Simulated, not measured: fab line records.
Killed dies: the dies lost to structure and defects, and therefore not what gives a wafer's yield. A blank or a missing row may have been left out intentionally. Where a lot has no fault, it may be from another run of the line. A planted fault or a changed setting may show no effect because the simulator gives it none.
fab line records || flow rit_cmos
record: {"lots": 5, "wafers": 15, "last_day": 7}
route steps=202 shown M1@194
lots that met no fault: taken from a fault-free run of the same line
start_h: start of the lot's first displayed wafer, in hours after the record's first day || wait_h: hours elapsed since this lot's preceding step || " as in the row above || L1.1+2: several wafers, shown together as one row || - no value, or no start given || * or withheld: withheld || < > ~ a bound
route shown NAME@n: names a module that has steps shown in the file, with the first one's number in the route || usual: mean and standard deviation over wafers with no fault || same: alike in all rows || chamber/n: place in a boat || sites: each site's reading || _std_site: the values' standard deviation || _edge_site: inner sites' mean taken away from outer sites' mean || radius_mm: how far each site lies from the wafer's centre || mask NAME#n: copy n || behind: the most recent tool/chamber to have shaped the wafer || hold: the reason the lot was held/the length of the hold in hours/how it ended || device: which transistor (n, p or np) failed to switch || end of line: tests of these same wafers at the route's end || a step without rows: its recipe alone || killed: at the first sort, the dies lost to defects and structure; wafer yield is something else || map: the dies of a wafer, with x for killed, . for not killed, _ for no die there
set.NAME: the setting that was run; set.NAME@STEP: the one run at that earlier step || model.NAME: the simulator's own value behind a step, which no gauge read
certain route steps with their lots: each step a table, each wafer a row
services: from which hour (start_h, from the record's first day; less than 0 if before it) a tool's chamber was out of use, for how many hours, and why
== steps ==
step: RIT_M1_OVL_MEAS_10
usual: {"M1_OVL": "0.4/1.3"}
{"lot.wafer": "L075.1", "tool": "overlay-02", "chamber": "-", "start_h": 62.00, "wait_h": 0.1, "M1_OVL[nm]": -1.2}
{"lot.wafer": "L075.3", "tool": "overlay-02", "chamber": "-", "start_h": 62.00, "wait_h": 0.1, "M1_OVL[nm]": -1.7}
{"lot.wafer": "L075.5", "tool": "overlay-02", "chamber": "-", "start_h": 62.00, "wait_h": 0.1, "M1_OVL[nm]": -1.1}
{"lot.wafer": "L077.1", "tool": "overlay-01", "chamber": "-", "start_h": 71.87, "wait_h": 0.1, "M1_OVL[nm]": 1.7}
{"lot.wafer": "L077.2", "tool": "overlay-01", "chamber": "-", "start_h": 71.87, "wait_h": 0.1, "M1_OVL[nm]": 1.3}
{"lot.wafer": "L077.6", "tool": "overlay-01", "chamber": "-", "start_h": 71.87, "wait_h": 0.1, "M1_OVL[nm]": 1.8}
{"lot.wafer": "L092.2", "tool": "overlay-02", "chamber": "-", "start_h": 144.22, "wait_h": 0.1, "M1_OVL[nm]": 0.7}
{"lot.wafer": "L092.4", "tool": "overlay-02", "chamber": "-", "start_h": 144.22, "wait_h": 0.1, "M1_OVL[nm]": 0.6}
{"lot.wafer": "L092.6", "tool": "overlay-02", "chamber": "-", "start_h": 144.22, "wait_h": 0.1, "M1_OVL[nm]": 0.5}
{"lot.wafer": "L093.1", "tool": "overlay-01", "chamber": "-", "start_h": 149.80, "wait_h": 0.1, "M1_OVL[nm]": -2.1}
{"lot.wafer": "L093.5", "tool": "overlay-01", "chamber": "-", "start_h": 149.80, "wait_h": 0.1, "M1_OVL[nm]": -2.6}
{"lot.wafer": "L093.6", "tool": "overlay-01", "chamber": "-", "start_h": 149.80, "wait_h": 0.1, "M1_OVL[nm]": -2.7}
{"lot.wafer": "L097.3", "tool": "overlay-02", "chamber": "-", "start_h": 174.81, "wait_h": 0.1, "M1_OVL[nm]": 0.4}
{"lot.wafer": "L097.4", "tool": "overlay-02", "chamber": "-", "start_h": 174.81, "wait_h": 0.1, "M1_OVL[nm]": -0.3}
{"lot.wafer": "L097.6", "tool": "overlay-02", "chamber": "-", "start_h": 174.81, "wait_h": 0.1, "M1_OVL[nm]": 0.8}
step: RIT_M1_HARDBAKE_11
recipe: {"resist": "NOVOLAK", "temp_c": 140, "time_s": 120}
{"lot.wafer": "L075.1+3+5", "tool": "litho_track-02", "chamber": 0, "start_h": 62.04, "wait_h": 0.0}
{"lot.wafer": "L077.1+2+6", "tool": "litho_track-02", "chamber": 0, "start_h": 71.93, "wait_h": 0.1}
{"lot.wafer": "L092.2+4+6", "tool": "litho_track-02", "chamber": 0, "start_h": 144.29, "wait_h": 0.1}
{"lot.wafer": "L093.1+5+6", "tool": "litho_track-02", "chamber": 0, "start_h": 149.84, "wait_h": 0.0}
{"lot.wafer": "L097.3+4+6", "tool": "litho_track-02", "chamber": 0, "start_h": 174.92, "wait_h": 0.1}
step: RIT_M1_METAL_ETCH_12
recipe: {"stop_on": "SiO2", "chemistry": "Cl2/BCl3", "target": "Al", "time_s": 165, "over_etch_frac": 0.5, "pressure_mtorr": 100, "target_depth_a": 6000, "rf_w": 250, "Cl2_flow_sccm": 60, "bcl3_flow_sccm": 50}
usual: {"drypump_motor_current_A": "5.8/0.61", "oes_product_au": "0.780/0.011", "throttle_valve_pct": "8.39/0.12"}
{"lot.wafer": "L075.1", "tool": "rie_metal-01", "chamber": 1, "start_h": 62.29, "wait_h": 0.2, "drypump_motor_current_A": 6.6, "oes_product_au": 0.770, "rf_hours_counter_h": 0.7, "throttle_valve_pct": 8.48}
{"lot.wafer": "L075.3", "tool": "rie_metal-01", "chamber": 1, "start_h": 62.29, "wait_h": 0.2, "drypump_motor_current_A": 6.6, "oes_product_au": 0.776, "rf_hours_counter_h": "-", "throttle_valve_pct": 8.49}
{"lot.wafer": "L075.5", "tool": "rie_metal-01", "chamber": 1, "start_h": 62.29, "wait_h": 0.2, "drypump_motor_current_A": 6.6, "oes_product_au": 0.782, "rf_hours_counter_h": "-", "throttle_valve_pct": 8.48}
{"lot.wafer": "L077.1", "tool": "rie_metal-03", "chamber": 0, "start_h": 72.18, "wait_h": 0.2, "drypump_motor_current_A": 5.2, "oes_product_au": 0.778, "rf_hours_counter_h": 2.5, "throttle_valve_pct": 8.42}
{"lot.wafer": "L077.2", "tool": "rie_metal-03", "chamber": 0, "start_h": 72.18, "wait_h": 0.2, "drypump_motor_current_A": 5.2, "oes_product_au": 0.770, "rf_hours_counter_h": "-", "throttle_valve_pct": 8.44}
{"lot.wafer": "L077.6", "tool": "rie_metal-03", "chamber": 0, "start_h": 72.18, "wait_h": 0.2, "drypump_motor_current_A": 5.2, "oes_product_au": 0.777, "rf_hours_counter_h": "-", "throttle_valve_pct": 8.45}
{"lot.wafer": "L092.2", "tool": "rie_metal-03", "chamber": 0, "start_h": 144.50, "wait_h": 0.2, "drypump_motor_current_A": 5.2, "oes_product_au": 0.773, "rf_hours_counter_h": 3.6, "throttle_valve_pct": 8.43}
{"lot.wafer": "L092.4", "tool": "rie_metal-03", "chamber": 0, "start_h": 144.50, "wait_h": 0.2, "drypump_motor_current_A": 5.2, "oes_product_au": 0.779, "rf_hours_counter_h": "-", "throttle_valve_pct": 8.45}
{"lot.wafer": "L092.6", "tool": "rie_metal-03", "chamber": 0, "start_h": 144.50, "wait_h": 0.2, "drypump_motor_current_A": 5.2, "oes_product_au": 0.779, "rf_hours_counter_h": "-", "throttle_valve_pct": 8.46}
{"lot.wafer": "L093.1", "tool": "rie_metal-01", "chamber": 1, "start_h": 150.09, "wait_h": 0.2, "drypump_motor_current_A": 6.6, "oes_product_au": 0.783, "rf_hours_counter_h": 2.0, "throttle_valve_pct": 8.49}
{"lot.wafer": "L093.5", "tool": "rie_metal-01", "chamber": 1, "start_h": 150.09, "wait_h": 0.2, "drypump_motor_current_A": 6.6, "oes_product_au": 0.780, "rf_hours_counter_h": "-", "throttle_valve_pct": 8.49}
{"lot.wafer": "L093.6", "tool": "rie_metal-01", "chamber": 0, "start_h": 150.09, "wait_h": 0.2, "drypump_motor_current_A": 5.8, "oes_product_au": 0.770, "rf_hours_counter_h": "-", "throttle_valve_pct": 8.27}
{"lot.wafer": "L097.3", "tool": "rie_metal-03", "chamber": 1, "start_h": 175.14, "wait_h": 0.2, "drypump_motor_current_A": 5.1, "oes_product_au": 0.766, "rf_hours_counter_h": "-", "throttle_valve_pct": 8.49}
{"lot.wafer": "L097.4", "tool": "rie_metal-03", "chamber": 0, "start_h": 175.14, "wait_h": 0.2, "drypump_motor_current_A": 5.2, "oes_product_au": 0.780, "rf_hours_counter_h": "-", "throttle_valve_pct": 8.42}
{"lot.wafer": "L097.6", "tool": "rie_metal-03", "chamber": 1, "start_h": 175.14, "wait_h": 0.2, "drypump_motor_current_A": 5.1, "oes_product_au": 0.770, "rf_hours_counter_h": "-", "throttle_valve_pct": 8.49}
step: RIT_M1_STRIP_13
recipe: {"chemistry": "nmp", "resist": "NOVOLAK", "temp_c": 80, "time_s": 600, "dry": "n2_spin"}
{"lot.wafer": "L075.1+3+5", "tool": "wet_bench-04", "chamber": 3, "start_h": 62.61, "wait_h": 0.3}
{"lot.wafer": "L077.1+2+6", "tool": "wet_bench-01", "chamber": 3, "start_h": 72.51, "wait_h": 0.3}
{"lot.wafer": "L092.2+4+6", "tool": "wet_bench-04", "chamber": 1, "start_h": 144.66, "wait_h": 0.1}
{"lot.wafer": "L093.1+5+6", "tool": "wet_bench-01", "chamber": 3, "start_h": 150.25, "wait_h": 0.1}
{"lot.wafer": "L097.3+4+6", "tool": "wet_bench-04", "chamber": 2, "start_h": 175.25, "wait_h": 0.1}
step: RIT_M1_STRIP_14
recipe: {"chemistry": "O2", "time_s": 180, "platen_temp_c": "withheld", "power_w": 500, "pressure_mtorr": 4000, "o2_flow_sccm": 4000}
usual: {"drypump_motor_current_A": "5.4/0.33", "o2_flow_sccm": "4001/13"}
{"lot.wafer": "L075.1", "tool": "plasma_asher-02", "chamber": 0, "start_h": 62.80, "wait_h": 0.0, "drypump_motor_current_A": 5.3, "o2_flow_sccm": 3991, "rf_hours_counter_h": 41}
{"lot.wafer": "L075.3", "tool": "plasma_asher-02", "chamber": 1, "start_h": 62.80, "wait_h": 0.0, "drypump_motor_current_A": 5.7, "o2_flow_sccm": 3976, "rf_hours_counter_h": "-"}
{"lot.wafer": "L075.5", "tool": "plasma_asher-02", "chamber": 0, "start_h": 62.80, "wait_h": 0.0, "drypump_motor_current_A": 5.3, "o2_flow_sccm": 3984, "rf_hours_counter_h": "-"}
{"lot.wafer": "L077.1", "tool": "plasma_asher-04", "chamber": 1, "start_h": 72.68, "wait_h": 0.0, "drypump_motor_current_A": 5.6, "o2_flow_sccm": 3993, "rf_hours_counter_h": 28}
{"lot.wafer": "L077.2", "tool": "plasma_asher-04", "chamber": 0, "start_h": 72.68, "wait_h": 0.0, "drypump_motor_current_A": 4.9, "o2_flow_sccm": 3980, "rf_hours_counter_h": 28}
{"lot.wafer": "L077.6", "tool": "plasma_asher-04", "chamber": 0, "start_h": 72.68, "wait_h": 0.0, "drypump_motor_current_A": 4.9, "o2_flow_sccm": 3997, "rf_hours_counter_h": "-"}
{"lot.wafer": "L092.2", "tool": "plasma_asher-04", "chamber": 0, "start_h": 144.84, "wait_h": 0.0, "drypump_motor_current_A": 4.9, "o2_flow_sccm": 4017, "rf_hours_counter_h": 36}
{"lot.wafer": "L092.4", "tool": "plasma_asher-04", "chamber": 0, "start_h": 144.84, "wait_h": 0.0, "drypump_motor_current_A": 4.9, "o2_flow_sccm": 4023, "rf_hours_counter_h": "-"}
{"lot.wafer": "L092.6", "tool": "plasma_asher-04", "chamber": 1, "start_h": 144.84, "wait_h": 0.0, "drypump_motor_current_A": 5.5, "o2_flow_sccm": 4023, "rf_hours_counter_h": "-"}
{"lot.wafer": "L093.1", "tool": "plasma_asher-04", "chamber": 0, "start_h": 150.43, "wait_h": 0.0, "drypump_motor_current_A": 4.9, "o2_flow_sccm": 4007, "rf_hours_counter_h": 37}
{"lot.wafer": "L093.5", "tool": "plasma_asher-04", "chamber": 1, "start_h": 150.43, "wait_h": 0.0, "drypump_motor_current_A": 5.5, "o2_flow_sccm": 4027, "rf_hours_counter_h": "-"}
{"lot.wafer": "L093.6", "tool": "plasma_asher-04", "chamber": 0, "start_h": 150.43, "wait_h": 0.0, "drypump_motor_current_A": 4.9, "o2_flow_sccm": 3998, "rf_hours_counter_h": "-"}
{"lot.wafer": "L097.3", "tool": "plasma_asher-02", "chamber": 0, "start_h": 175.50, "wait_h": 0.1, "drypump_motor_current_A": 5.3, "o2_flow_sccm": 4019, "rf_hours_counter_h": "-"}
{"lot.wafer": "L097.4", "tool": "plasma_asher-02", "chamber": 1, "start_h": 175.50, "wait_h": 0.1, "drypump_motor_current_A": 5.7, "o2_flow_sccm": 3985, "rf_hours_counter_h": "-"}
{"lot.wafer": "L097.6", "tool": "plasma_asher-02", "chamber": 0, "start_h": 175.50, "wait_h": 0.1, "drypump_motor_current_A": 5.3, "o2_flow_sccm": 3991, "rf_hours_counter_h": "-"}
step: RIT_M1_CD_MEAS_90
recipe: {"target_cd_nm": 2600}
usual: {"cd_nm": "2600.3/2.4"}
{"lot.wafer": "L075.1", "tool": "cd_sem-01", "chamber": "-", "start_h": 62.98, "wait_h": 0.1, "cd_nm": 2603.2}
{"lot.wafer": "L075.3", "tool": "cd_sem-01", "chamber": "-", "start_h": 62.98, "wait_h": 0.1, "cd_nm": 2602.8}
{"lot.wafer": "L075.5", "tool": "cd_sem-01", "chamber": "-", "start_h": 62.98, "wait_h": 0.1, "cd_nm": 2601.5}
{"lot.wafer": "L077.1", "tool": "cd_sem-01", "chamber": "-", "start_h": 72.86, "wait_h": 0.1, "cd_nm": 2598.6}
{"lot.wafer": "L077.2", "tool": "cd_sem-01", "chamber": "-", "start_h": 72.86, "wait_h": 0.1, "cd_nm": 2599.9}
{"lot.wafer": "L077.6", "tool": "cd_sem-01", "chamber": "-", "start_h": 72.86, "wait_h": 0.1, "cd_nm": 2597.3}
{"lot.wafer": "L092.2", "tool": "cd_sem-01", "chamber": "-", "start_h": 145.03, "wait_h": 0.1, "cd_nm": 2601.7}
{"lot.wafer": "L092.4", "tool": "cd_sem-01", "chamber": "-", "start_h": 145.03, "wait_h": 0.1, "cd_nm": 2598.9}
{"lot.wafer": "L092.6", "tool": "cd_sem-01", "chamber": "-", "start_h": 145.03, "wait_h": 0.1, "cd_nm": 2599.9}
{"lot.wafer": "L093.1", "tool": "cd_sem-02", "chamber": "-", "start_h": 150.60, "wait_h": 0.1, "cd_nm": 2599.5}
{"lot.wafer": "L093.5", "tool": "cd_sem-02", "chamber": "-", "start_h": 150.60, "wait_h": 0.1, "cd_nm": 2597.4}
{"lot.wafer": "L093.6", "tool": "cd_sem-02", "chamber": "-", "start_h": 150.60, "wait_h": 0.1, "cd_nm": 2600.3}
{"lot.wafer": "L097.3", "tool": "cd_sem-01", "chamber": "-", "start_h": 175.66, "wait_h": 0.1, "cd_nm": 2602.2}
{"lot.wafer": "L097.4", "tool": "cd_sem-01", "chamber": "-", "start_h": 175.66, "wait_h": 0.1, "cd_nm": 2604.1}
{"lot.wafer": "L097.6", "tool": "cd_sem-01", "chamber": "-", "start_h": 175.66, "wait_h": 0.1, "cd_nm": 2600.9}
step: RIT_M1_ANNEAL_15
recipe: {"temp_c": 446.8, "time_s": 1800, "ambient": "forming_gas_H2N2"}
{"lot.wafer": "L075.1+3+5", "tool": "-", "chamber": "-", "start_h": 63.82, "wait_h": 0.8}
{"lot.wafer": "L077.1+2+6", "tool": "-", "chamber": "-", "start_h": 72.98, "wait_h": 0.1}
{"lot.wafer": "L092.2+4+6", "tool": "-", "chamber": "-", "start_h": 145.13, "wait_h": 0.1}
{"lot.wafer": "L093.1+5+6", "tool": "-", "chamber": "-", "start_h": 151.40, "wait_h": 0.8}
{"lot.wafer": "L097.3+4+6", "tool": "-", "chamber": "-", "start_h": 177.05, "wait_h": 1.4}
step: RIT_M1_BOW_MEAS_16
recipe: {"mode": "bow"}
usual: {"M1_BOW": "16/6.8"}
{"lot.wafer": "L075.1", "tool": "film_metro-04", "chamber": "-", "start_h": 65.32, "wait_h": 0.0, "M1_BOW[um]": 30}
{"lot.wafer": "L075.3", "tool": "film_metro-04", "chamber": "-", "start_h": 65.32, "wait_h": 0.0, "M1_BOW[um]": 11}
{"lot.wafer": "L075.5", "tool": "film_metro-04", "chamber": "-", "start_h": 65.32, "wait_h": 0.0, "M1_BOW[um]": 15}
{"lot.wafer": "L077.1", "tool": "film_metro-03", "chamber": "-", "start_h": 74.48, "wait_h": 0.0, "M1_BOW[um]": 16}
{"lot.wafer": "L077.2", "tool": "film_metro-03", "chamber": "-", "start_h": 74.48, "wait_h": 0.0, "M1_BOW[um]": 20}
{"lot.wafer": "L077.6", "tool": "film_metro-03", "chamber": "-", "start_h": 74.48, "wait_h": 0.0, "M1_BOW[um]": 14}
{"lot.wafer": "L092.2", "tool": "film_metro-04", "chamber": "-", "start_h": 146.65, "wait_h": 0.0, "M1_BOW[um]": 19}
{"lot.wafer": "L092.4", "tool": "film_metro-04", "chamber": "-", "start_h": 146.65, "wait_h": 0.0, "M1_BOW[um]": 19}
{"lot.wafer": "L092.6", "tool": "film_metro-04", "chamber": "-", "start_h": 146.65, "wait_h": 0.0, "M1_BOW[um]": 17}
{"lot.wafer": "L093.1", "tool": "film_metro-02", "chamber": "-", "start_h": 152.90, "wait_h": 0.0, "M1_BOW[um]": 22}
{"lot.wafer": "L093.5", "tool": "film_metro-02", "chamber": "-", "start_h": 152.90, "wait_h": 0.0, "M1_BOW[um]": 18}
{"lot.wafer": "L093.6", "tool": "film_metro-02", "chamber": "-", "start_h": 152.90, "wait_h": 0.0, "M1_BOW[um]": 19}
{"lot.wafer": "L097.3", "tool": "film_metro-03", "chamber": "-", "start_h": 178.59, "wait_h": 0.0, "M1_BOW[um]": 26}
{"lot.wafer": "L097.4", "tool": "film_metro-03", "chamber": "-", "start_h": 178.59, "wait_h": 0.0, "M1_BOW[um]": 13}
{"lot.wafer": "L097.6", "tool": "film_metro-03", "chamber": "-", "start_h": 178.59, "wait_h": 0.0, "M1_BOW[um]": 9}
step: RIT_M1_PROBE_99
usual: {"defect_limited_yield": "97.3/1.1", "killed_at_contacts": "0.1/0.24", "killed_at_front_end": "7.1/2.8", "killed_dies": "7.2/2.8", "killed_open": "3.6/2.1", "killed_short": "3.6/1.9", "sort_bin_3_pad_short": "0.2/0.25", "sort_bin_5_function": "1.6/0.78", "sort_bin_6_memory": "1.0/0.65", "sort_n_pass": "256.8/2.8", "sort_yield_pct": "97.3/1.1"}
same: {"gross_dies": 264, "killed_at_M0_to_M3": 0, "killed_at_M4_up": 0, "killed_at_back_side": 0, "killed_at_other": 0}
{"lot.wafer": "L075.1", "tool": "prober-02", "chamber": "-", "start_h": 65.44, "wait_h": 0.1, "defect_limited_yield[%]": 97.0, "killed_at_contacts": 0, "killed_at_front_end": 8, "killed_dies": 8, "killed_open": 4, "killed_short": 4, "sort_bin_3_pad_short[%]": 0, "sort_bin_5_function[%]": 2.3, "sort_bin_6_memory[%]": 0.8, "sort_n_pass": 256.0, "sort_yield_pct[%]": 97.0}
{"lot.wafer": "L075.3", "tool": "prober-02", "chamber": "-", "start_h": 65.54, "wait_h": 0.2, "defect_limited_yield[%]": 97.3, "killed_at_contacts": 0, "killed_at_front_end": 7, "killed_dies": 7, "killed_open": 3, "killed_short": 4, "sort_bin_3_pad_short[%]": 1.1, "sort_bin_5_function[%]": 1.1, "sort_bin_6_memory[%]": 0.4, "sort_n_pass": 257.0, "sort_yield_pct[%]": 97.3}
{"lot.wafer": "L075.5", "tool": "prober-02", "chamber": "-", "start_h": 65.64, "wait_h": 0.2, "defect_limited_yield[%]": 97.0, "killed_at_contacts": 0, "killed_at_front_end": 8, "killed_dies": 8, "killed_open": 3, "killed_short": 5, "sort_bin_3_pad_short[%]": 0.4, "sort_bin_5_function[%]": 1.1, "sort_bin_6_memory[%]": 1.5, "sort_n_pass": 256.0, "sort_yield_pct[%]": 97.0}
{"lot.wafer": "L077.1", "tool": "prober-02", "chamber": "-", "start_h": 74.60, "wait_h": 0.1, "defect_limited_yield[%]": 98.1, "killed_at_contacts": 0, "killed_at_front_end": 5, "killed_dies": 5, "killed_open": 3, "killed_short": 2, "sort_bin_3_pad_short[%]": 0.4, "sort_bin_5_function[%]": 0.8, "sort_bin_6_memory[%]": 0.8, "sort_n_pass": 259.0, "sort_yield_pct[%]": 98.1}
{"lot.wafer": "L077.2", "tool": "prober-02", "chamber": "-", "start_h": 74.65, "wait_h": 0.1, "defect_limited_yield[%]": 98.5, "killed_at_contacts": 0, "killed_at_front_end": 4, "killed_dies": 4, "killed_open": 2, "killed_short": 2, "sort_bin_3_pad_short[%]": 0, "sort_bin_5_function[%]": 0.8, "sort_bin_6_memory[%]": 0.8, "sort_n_pass": 260.0, "sort_yield_pct[%]": 98.5}
{"lot.wafer": "L077.6", "tool": "prober-02", "chamber": "-", "start_h": 74.85, "wait_h": 0.2, "defect_limited_yield[%]": 97.7, "killed_at_contacts": 0, "killed_at_front_end": 6, "killed_dies": 6, "killed_open": 1, "killed_short": 5, "sort_bin_3_pad_short[%]": 0.4, "sort_bin_5_function[%]": 0.8, "sort_bin_6_memory[%]": 1.1, "sort_n_pass": 258.0, "sort_yield_pct[%]": 97.7}
killed by level:class
L075.1 SPACER:geometric_particle:short=2 FOX1:geometric_particle:short=1 FOX1:geometric_particle:open=1 REOX:geometric_particle:open=1 SPACER:geometric_particle:open=1 SILICIDE:geometric_particle:short=1 SILICIDE:geometric_particle:open=1
L075.3 FOX1:geometric_particle:short=2 FOX1:geometric_particle:open=1 GATE:geometric_particle:short=1 REOX:geometric_particle:open=1 REOX:geometric_particle:short=1 SPACER:geometric_particle:open=1
L075.5 FOX1:geometric_particle:short=2 FOX1:geometric_particle:open=1 GATE:geometric_particle:short=1 GATE:geometric_particle:open=1 REOX:geometric_particle:short=1 REOX:geometric_particle:open=1 SILICIDE:geometric_particle:short=1
L077.1 FOX1:geometric_particle:open=2 GATE:geometric_particle:open=1 GATE:geometric_particle:short=1 SILICIDE:geometric_particle:short=1
L077.2 FOX1:geometric_particle:open=1 FOX1:geometric_particle:short=1 GATE:geometric_particle:short=1 SILICIDE:geometric_particle:open=1
L077.6 FOX1:geometric_particle:short=1 FOX2:geometric_particle:short=1 GATE:geometric_particle:short=1 SPACER:geometric_particle:short=1 SILICIDE:geometric_particle:open=1 SILICIDE:geometric_particle:short=1
== services ==
{"tool": "plasma_asher-04", "chamber": "-", "start_h": 38.69, "hours": 1.9, "kind": "repair"}
{"tool": "rie_metal-01", "chamber": 0, "start_h": 45.13, "hours": 21.1, "kind": "repair"}
{"tool": "plasma_asher-04", "chamber": "-", "start_h": 55.52, "hours": 12.9, "kind": "repair"}
{"tool": "rie_metal-03", "chamber": 1, "start_h": 70.34, "hours": 12.5, "kind": "repair"}
{"tool": "rie_metal-01", "chamber": 0, "start_h": 72.75, "hours": 5.4, "kind": "repair"}
{"tool": "plasma_asher-02", "chamber": "-", "start_h": 108.75, "hours": 9.0, "kind": "pm"}
{"tool": "plasma_asher-02", "chamber": 0, "start_h": 108.75, "hours": 9.0, "kind": "vent_cycle"}
{"tool": "plasma_asher-02", "chamber": 1, "start_h": 108.75, "hours": 9.0, "kind": "vent_cycle"}
{"tool": "plasma_asher-02", "chamber": 0, "start_h": 117.75, "hours": "-", "kind": "clean"}
{"tool": "plasma_asher-02", "chamber": 1, "start_h": 117.75, "hours": "-", "kind": "clean"}
{"tool": "furnace-04", "chamber": "-", "start_h": 170.34, "hours": 2.9, "kind": "pm"}
{"tool": "plasma_asher-04", "chamber": "-", "start_h": 172.45, "hours": 2.3, "kind": "repair"}
{"tool": "rie_metal-01", "chamber": "-", "start_h": 172.49, "hours": 2.8, "kind": "pm"}
== key ==
fault none
